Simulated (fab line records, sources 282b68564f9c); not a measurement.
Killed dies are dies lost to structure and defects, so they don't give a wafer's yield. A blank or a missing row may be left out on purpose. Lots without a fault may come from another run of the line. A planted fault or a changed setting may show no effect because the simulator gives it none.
A struck lot beside a sound one | flow rit_cmos | 15 steps out of a route of 202
Sound: wafers L853.3, L853.4, L853.6. Struck: wafer L864.2. (L864.1, L864.3 of the same lot were not struck and are left out.) The cause comes at the end.
At each step with rows: each side's tool, then ch and its chambers, then its first start. Under that, the readings that differ: sound wafers | struck wafers | difference of the means | sigmas: that difference in standard deviations of wafers without a fault.
alike: readings whose means differ by less than 2 such deviations, and words and numbers that are the same on both sides. not compared: withheld readings, readings that some wafer has no value for, bounds like >300 that may hide the same value, and numbers for which the record gives no deviation and whose values overlap.
The two part at a step that has a row with sigmas, a row that says differs or no value, or rows on one side only. Numbers that don't overlap but have no deviation are shown without sigmas and don't part them. A reading that every wafer of one side lacks parts them only if that side has two wafers or more.

RIT_SILICIDE_RTA_06: time 10 s, ramp up 5 s, ramp down 10 s.
  sound on rtp_anneal-01 ch 0, day 3 11:58; struck on rtp_anneal-02 ch 0, day 5 22:47
  alike: wafer_temp_C_max
RIT_CONTACT_CVD_00: deposits SiO2 from TEOS, target thk 400 nm, time 61 s.
  sound on pecvd-01 ch 1,2, day 3 12:01; struck on pecvd-03 ch 1, day 5 22:51
  alike: heater_power_w
RIT_CONTACT_THK_MEAS_01:
  sound on film_metro-01, day 3 12:05; struck on film_metro-03, day 5 22:54
  alike: CONTACT_TEOS_THK
then, 6 steps without rows for these wafers: RIT_CONTACT_HMDS_02 (prime time 60 s); RIT_CONTACT_COAT_03 (resist thk 1000 nm); RIT_CONTACT_SOFTBAKE_04 (time 60 s); RIT_CONTACT_EXPOSE_05 (exposes mask M11, target cd 1000 nm); RIT_CONTACT_PEB_06; RIT_CONTACT_DEVELOP_07 (develop time 120 s).
RIT_CONTACT_CD_MEAS_08: target cd 1000 nm.
  sound on cd_sem-01, day 3 13:21; struck on cd_sem-02, day 5 23:56
  alike: cd_nm
RIT_CONTACT_OVL_MEAS_09:
  sound on overlay-01, day 3 13:26; struck on overlay-02, day 6 00:03
  alike: CONTACT_OVL
then, 1 step without rows for these wafers: RIT_CONTACT_HARDBAKE_10 (time 60 s).
RIT_CONTACT_ETCH_11: etches SiO2 in CHF3/CF4/Ar, stops on TiSi2, target depth 480 nm, time 320 s.
  sound on rie_diel-01 ch 0,2, day 3 13:37; struck on rie_diel-01 ch 0, day 6 00:14
  reading                                      | sound             | struck  | difference | sigmas
  oes_product_au (a.u.)                        | 0.993 0.974 0.991 | 0.962   | -0.024     | -2
  over_etch_frac                               | 0.2 0.2 0.2       | 0.34728 | +0.14728   |
  model.NOVOLAK_of_CONTACT_COAT_03.thk_nm (nm) | 763.4 762.9 764   | 754.9   | -8.5       |
  alike: drypump_motor_current_A, throttle_valve_pct
  not compared: rf_hours_counter_h
RIT_CONTACT_STRIP_12: strips in O2, time 180 s.
  sound on plasma_asher-02 ch 0,1, day 3 13:52; struck on plasma_asher-04 ch 1, day 6 00:26
  reading                | sound | struck | difference                   | sigmas
  rf_hours_counter_h (h) | - - - | 48     | no value on the sound wafers |
  alike: drypump_motor_current_A
RIT_M1_PROBE_99:
  sound on prober-02, day 3 18:41; struck on prober-02, day 6 05:18
  reading                                    | sound                       | struck   | difference | sigmas
  model.etest.nmos_0p15.junction_log10_a_um  | -13.59 -13.29 -13.29        | -13.09   | +0.30      |
  model.etest.nmos_narrow.off_log10_a_um     | -13.11 -13.21 -13.19        | -12.87   | +0.30      |
  model.etest.gate_end_array.leak_log10_a_um | -12.72 -13 -12.96           | -12.57   | +0.32      |
  model.etest.nmos_0p3.off_log10_a_um        | -12.92 -13.15 -13.12        | -12.82   | +0.24      |
  model.etest.pmos_0p15.junction_log10_a_um  | -13.86 -13.85 -13.85        | -13.74   | +0.11      |
  model.etest.antenna_contact.vt_shift_v (V) | -0.009057 -0.01328 -0.01076 | -0.02084 | -0.00981   |
  alike: killed_at_M0_to_M3, killed_at_front_end, killed_dies, killed_open, killed_short

WHERE THEY PART
First at RIT_CONTACT_ETCH_11; last, within this record, at RIT_CONTACT_STRIP_12. Later steps at which nothing parts them and some readings are alike: RIT_M1_PROBE_99.

WHY: what the simulator had put in
Process parameter drift: rie_diel-01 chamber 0, from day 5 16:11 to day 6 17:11, at RIT_CONTACT_ETCH_11. Setting over_etch_frac, moved by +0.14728, from 0.2. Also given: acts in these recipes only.
